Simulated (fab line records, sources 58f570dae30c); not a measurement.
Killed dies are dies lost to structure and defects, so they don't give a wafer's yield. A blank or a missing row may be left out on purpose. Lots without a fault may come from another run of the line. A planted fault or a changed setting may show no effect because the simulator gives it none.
Chamber matching | flow berkeley_cmos170 | UCB170_NWELL_ETCH_13 on rie_diel-02: 4 sister chambers
The step etches Si3N4 in CH3F/Ar/O2, stops on SiO2, target depth 246.4 nm, time 154 s. 8 wafers are shown with their chamber, then 7 later ones without.

WAFERS WITH THEIR CHAMBER
wafer  | chamber | drypump_motor_current_A (A) | throttle_valve_pct (%)
L259.3 | 2       | 5.5                         | 8.20
L259.4 | 1       | 6.0                         | 8.09
L265.1 | 2       | 5.5                         | 8.22
L265.5 | 0       | 4.7                         | 7.84
L267.2 | 0       | 4.8                         | 7.86
L267.5 | 3       | 5.7                         | 7.87
L268.3 | 1       | 6.0                         | 8.09
L268.5 | 3       | 5.7                         | 7.86

WAFERS WITHOUT THEIR CHAMBER
wafer  | drypump_motor_current_A (A) | throttle_valve_pct (%)
L268.6 | 5.5                         | 8.22
L273.1 | 5.7                         | 7.86
L273.4 | 6.0                         | 8.10
L273.5 | 5.5                         | 8.22
L279.3 | 5.5                         | 8.23
L279.4 | 6.0                         | 8.11
L279.6 | 5.5                         | 8.22

WHICH CHAMBER EACH WENT THROUGH
wafer  | from the rows above | in truth
L268.6 | 2                   | 2
L273.1 | 3                   | 3
L273.4 | 1                   | 1
L273.5 | 2                   | 2
L279.3 | 2                   | 2
L279.4 | 1                   | 1
L279.6 | 2                   | 2
Placed correctly: 7 of 7. Can't be placed from these rows: 0. Placed wrongly: 0.
How it was worked out, from the rows above alone: a wafer's distance from a chamber is the root of the sum, over the readings, of the square of ((its reading less the chamber's mean) divided by the reading's scatter). The wafer belongs to the nearest chamber; if the next one is less than 2 further off, it can't be placed. A chamber's mean is the mean of its shown wafers. The scatter: the root of (the sum of the squares of (reading less its chamber's mean) over the shown wafers, divided by (wafers less chambers)).
